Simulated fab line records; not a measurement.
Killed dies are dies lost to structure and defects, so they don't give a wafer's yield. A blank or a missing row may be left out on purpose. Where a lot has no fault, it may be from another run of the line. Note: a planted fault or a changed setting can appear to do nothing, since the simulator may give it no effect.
A lot that was struck, set against a sound lot || flow berkeley_cmos170 || 32 steps out of a route of 331
Sound: the wafers L810.3, L810.4, L810.5. The struck wafers were L815.1, L815.2, L815.6. The cause comes at the end.
At each step with rows: each side's tool, then ch and its chambers, then its first start. Under that, the readings that differ: sound wafers || struck wafers || difference of the means || sigmas: that difference in standard deviations of wafers without a fault.
alike: words and numbers the same on both sides, and readings whose means are apart by under 2 such deviations; not compared: readings that were withheld, readings missing a value for some wafer, numbers with overlapping values and no deviation given by the record, and bounds like >300 which may hide the same value.
The two part at a step that has a row with sigmas, a row that says differs or no value, or rows on one side only. When numbers do not overlap yet have no deviation, they are printed without sigmas and do not part them. A reading missing from all wafers of one side parts the sides only when that side holds two or more wafers.

first, 6 steps without rows for these wafers: UCB170_V2_HMDS_06 (prime time 60 s); UCB170_V2_COAT_07 (resist thk 900 nm); UCB170_V2_SOFTBAKE_08 (time 60 s); UCB170_V2_EXPOSE_09 (exposes mask VIA2, target cd 700 nm); UCB170_V2_PEB_10; UCB170_V2_DEVELOP_11 (develop time 45 s).
UCB170_V2_CD_MEAS_12: target cd 700 nm.
  sound on cd_sem-02, day 9 11:17; struck on cd_sem-01, day 10 19:17
  alike: cd_nm
UCB170_V2_OVL_MEAS_13:
  sound on overlay-02, day 9 11:23; struck on overlay-02, day 10 19:24
  alike: V2_OVL
UCB170_V2_ETCH_14: etches SiO2 in CHF3/CF4/Ar, stops on Al, target depth 1250 nm, time 291 s.
  sound on rie_diel-01 ch 0,2, day 9 11:25; struck on rie_diel-03 ch 0,2, day 10 19:26
{"reading": "throttle_valve_pct (%)", "sound": "6.90 6.72 6.74", "struck": "6.97 7.09 6.96", "difference": "+0.22", "sigmas": "+2"}
  alike: drypump_motor_current_A, oes_product_au
  not compared: rf_hours_counter_h
UCB170_V2_STRIP_15: strips in O2.
  sound on plasma_asher-03 ch 0,1, day 9 11:37; struck on plasma_asher-01 ch 0,1, day 10 19:37
  alike: drypump_motor_current_A, oes_product_au, strip_time_to_endpoint_s
  not compared: rf_hours_counter_h
UCB170_V2_CD_MEAS_90: target cd 700 nm.
  sound on cd_sem-01, day 9 11:44; struck on cd_sem-02, day 10 19:43
  alike: cd_nm
then, 1 step without rows for these wafers: UCB170_M3_PRE_CLEAN_00 (preclean etch time 60 s).
UCB170_M3_SPUTTER_01: material Al, target thk 900 nm, time 120 s.
  sound on pvd_sputter-01, day 9 11:53; struck on pvd_sputter-02, day 10 19:54
{"reading": "model.Al_of_M3_SPUTTER_01.thk_nm (nm)", "sound": "907.8 915.2 906.5", "struck": "484 490.8 486.1", "difference": -423, "sigmas": ""}
  alike: throttle_valve_pct
UCB170_M3_RS_MEAS_02: measures by four-point-probe.
  sound on film_metro-03, day 9 12:00; struck on film_metro-03, day 10 19:59
{"reading": "M3_AL_RS (ohm/sq)", "sound": "0.03188 0.03158 0.03195", "struck": "0.06061 0.05956 0.06018", "difference": "+0.02831", "sigmas": "+98"}
UCB170_M3_THK_MEAS_03: measures by xrf.
  sound on film_metro-03, day 9 12:06; struck on film_metro-03, day 10 20:07
{"reading": "M3_AL_THK (nm)", "sound": "894 902 891", "struck": "478 485 481", "difference": -414, "sigmas": -45}
then, 3 steps without rows for these wafers: UCB170_M3_HMDS_04 (prime time 60 s); UCB170_M3_COAT_05 (resist thk 900 nm); UCB170_M3_SOFTBAKE_06 (time 60 s).
UCB170_M3_STRIP_07: strips in O2.
  sound on plasma_asher-04 ch 0,1, day 9 12:37; struck on plasma_asher-04 ch 0,1, day 10 20:37
  alike: drypump_motor_current_A, oes_product_au, strip_time_to_endpoint_s
  not compared: rf_hours_counter_h
then, 7 steps without rows for these wafers: UCB170_M3_STRIP_08 (strips KrF in DMSO, time 600 s); UCB170_M3_COAT_09; UCB170_M3_COAT_10 (resist thk 900 nm); UCB170_M3_SOFTBAKE_11 (time 60 s); UCB170_M3_EXPOSE_12 (exposes mask METAL3, target cd 700 nm); UCB170_M3_PEB_13; UCB170_M3_DEVELOP_14 (develop time 45 s).
UCB170_M3_CD_MEAS_15: target cd 700 nm.
  sound on cd_sem-02, day 9 13:52; struck on cd_sem-01, day 10 21:53
  alike: cd_nm
UCB170_M3_OVL_MEAS_16:
  sound on overlay-02, day 9 13:58; struck on overlay-02, day 10 22:00
  alike: M3_OVL
UCB170_M3_ETCH_17: etches BARC in N2/H2.
  sound on rie_diel-01 ch 1,3, day 9 13:59; struck on rie_diel-02 ch 0,3, day 10 22:02
  alike: drypump_motor_current_A, h2_flow_sccm, oes_product_au, throttle_valve_pct
UCB170_M3_METAL_ETCH_18: etches Al in Cl2/BCl3, stops on SiO2, target depth 1170 nm, time 195 s.
  sound on rie_metal-02 ch 0,1, day 9 14:05; struck on rie_metal-02 ch 0,1, day 10 22:05
{"reading": "oes_product_au (a.u.)", "sound": "0.859 0.883 0.863", "struck": "0.633 0.643 0.642", "difference": -0.229, "sigmas": -24}
  alike: drypump_motor_current_A, throttle_valve_pct
  not compared: rf_hours_counter_h
UCB170_M3_STRIP_19: strips in O2.
  sound on plasma_asher-04 ch 0,1, day 9 14:15; struck on plasma_asher-03 ch 0,1, day 10 22:16
  alike: drypump_motor_current_A, oes_product_au
  not compared: rf_hours_counter_h
UCB170_M3_PROBE_99:
  sound on prober-01, day 9 14:40; struck on prober-01, day 10 22:37
{"reading": "model.etest.antenna_m3.vt_shift_v (V)", "sound": "-0.01336 -0.0119 -0.009603", "struck": "-0.02584 -0.01909 -0.02654", "difference": -0.01220, "sigmas": ""}

== WHERE THEY PART ==
At UCB170_V2_ETCH_14 first; at UCB170_M3_METAL_ETCH_18 last (within this record only). Later steps at which nothing parts them and some readings are alike: UCB170_M3_STRIP_19.

WHY: what the simulator had put in
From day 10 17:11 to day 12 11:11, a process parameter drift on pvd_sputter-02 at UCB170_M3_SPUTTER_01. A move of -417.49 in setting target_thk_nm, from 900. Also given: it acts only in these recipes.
